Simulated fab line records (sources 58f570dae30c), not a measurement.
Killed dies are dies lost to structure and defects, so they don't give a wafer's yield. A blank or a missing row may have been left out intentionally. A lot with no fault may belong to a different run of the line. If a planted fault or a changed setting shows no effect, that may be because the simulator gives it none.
Comparing a struck lot with a sound one -- flow berkeleyCmos170 -- 32 out of 331 route steps
Sound: the wafers L569.3, L569.4, L569.6. The struck wafers were L558.2, L558.3, L558.5. The cause comes at the end.
Each step with rows lists, per side, the tool, then ch with its chambers, then its first start. Under that, the readings that differ: sound wafers -- struck wafers -- difference of the means -- sigmas: that difference in standard deviations of wafers without a fault.
alike: readings whose means differ by less than 2 such deviations, and words and numbers that are the same on both sides. not compared: withheld readings, readings that some wafer has no value for, bounds like >300 that may hide the same value, and numbers for which the record gives no deviation and whose values overlap.
A row with sigmas, a row that says differs or no value, or rows on one side alone: a step with any of these is where the two part. When numbers do not overlap yet have no deviation, they are printed without sigmas and do not part them. Lack of a reading on every wafer of one side parts them only where that side has two or more wafers.

first, 9 steps without rows for these wafers: UCB170_CONTACT_COAT_10 (resist thk 900 nm); UCB170_CONTACT_SOFTBAKE_11 (time 60 s); UCB170_CONTACT_EXPOSE_12 (exposes mask CONT, target cd 700 nm); UCB170_CONTACT_PEB_13; UCB170_CONTACT_DEVELOP_14 (develop time 45 s); UCB170_CONTACT_ETCH_17 (etches BARC in N2/H2); UCB170_CONTACT_ETCH_18 (etches PSG in CHF3/CF4/Ar, stops on TiSi2, target depth 840 nm, time 195 s); UCB170_CONTACT_STRIP_19 (strips in O2); UCB170_CONTACT_CLEAN_20 (cleans in SPM, time 600 s).
UCB170_M1_SPUTTER_00: material Al, target thk 600 nm, time 80 s.
  sound on pvdSputter-03, day 11 09:34; struck on pvdSputter-01, day 8 23:31
reading,sound,struck,difference,sigmas
cathodeDcPowerW (W),5999.8 5999.8 6000.0,5791.8 5791.2 5793.3,-207.8,-99 or more
model.Al_of_M1_SPUTTER_00.thkNm (nm),600.2 599.4 604.1,581.6 581.8 576.8,-21.2,
  alike: throttleValvePct
UCB170_M1_RS_MEAS_01: a four-point-probe measurement.
  sound on filmMetro-04, day 11 09:40; struck on filmMetro-02, day 8 23:53
reading,sound,struck,difference,sigmas
M1_AL_RS (ohm/sq),0.0486 0.0486 0.0483,0.0501 0.0503 0.0506,+0.0018,+4
  not compared: hold
UCB170_M1_THK_MEAS_02: measures by xrf.
  sound on filmMetro-04, day 11 09:46; struck on filmMetro-02, day 9 03:17
reading,sound,struck,difference,sigmas
M1_AL_THK (nm),598 599 605,578 576 571,-26,-4
  not compared: hold
then, 6 steps without rows for these wafers: UCB170_M1_COAT_04 (resist thk 900 nm); UCB170_M1_SOFTBAKE_05 (time 60 s); UCB170_M1_EXPOSE_06 (exposes mask METAL1, target cd 700 nm); UCB170_M1_PEB_07; UCB170_M1_DEVELOP_08 (develop time 45 s); UCB170_M1_ETCH_11 (etches BARC in N2/H2).
UCB170_M1_METAL_ETCH_12: etches Al in Cl2/BCl3, stops on PSG, target depth 780 nm, time 130 s.
  sound on rieMetal-02 ch 0,1, day 11 11:41; struck on rieMetal-02 ch 0,1, day 9 06:04
reading,sound,struck,difference,sigmas
model.etch.depthNm (nm),600.2 599.4 604.1,581.6 581.8 576.8,-21.2,
model.M1.featureDepthNm (nm),638.4 638.1 642.4,619.7 620.4 615.5,-21.1,
  alike: drypumpMotorCurrentA, heBacksideLeakSccm, mfcCl2Sccm, oesProductAu, throttleValvePct
  not compared: rfHoursCounterH
then, 11 steps without rows for these wafers: UCB170_M1_STRIP_13 (strips in O2); UCB170_M1_ANNEAL_14 (time 1200 s); UCB170_V1_CVD_00 (deposits SiO2 from TEOS/O2, target thk 2000 nm, time 250 s); UCB170_V1_CMP_02 (polishes SiO2); UCB170_V1_CLEAN_05 (cleans in DIW); UCB170_V1_HMDS_06 (prime time 60 s); UCB170_V1_COAT_07 (resist thk 900 nm); UCB170_V1_SOFTBAKE_08 (time 60 s); UCB170_V1_EXPOSE_09 (exposes mask VIA1, target cd 700 nm); UCB170_V1_PEB_10; UCB170_V1_DEVELOP_11 (develop time 45 s).
UCB170_V1_ETCH_14: etches SiO2 in CHF3/CF4/Ar, stops on Al, target depth 1250 nm, time 291 s.
  sound on rieDiel-03 ch 0,2, day 11 18:06; struck on rieDiel-02 ch 0,2,3, day 9 10:35
reading,sound,struck,difference,sigmas
model.Al_of_M1_SPUTTER_00.thkNm (nm),600.2 599.4 604.1,581.6 581.7 576.8,-21.2,
  alike: drypumpMotorCurrentA, oesProductAu, throttleValvePct
  not compared: rfHoursCounterH
UCB170_M3_PROBE_99:
  record: rows for the struck wafers here (prober-02, day 9 19:56), none for the sound ones

## WHERE THEY PART
At UCB170_M1_SPUTTER_00 first; at UCB170_M3_PROBE_99 last (within this record only).

WHY: what had been put in by the simulator
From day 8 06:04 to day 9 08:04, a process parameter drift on pvdSputter-01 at UCB170_M1_SPUTTER_00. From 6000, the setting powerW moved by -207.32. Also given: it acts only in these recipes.
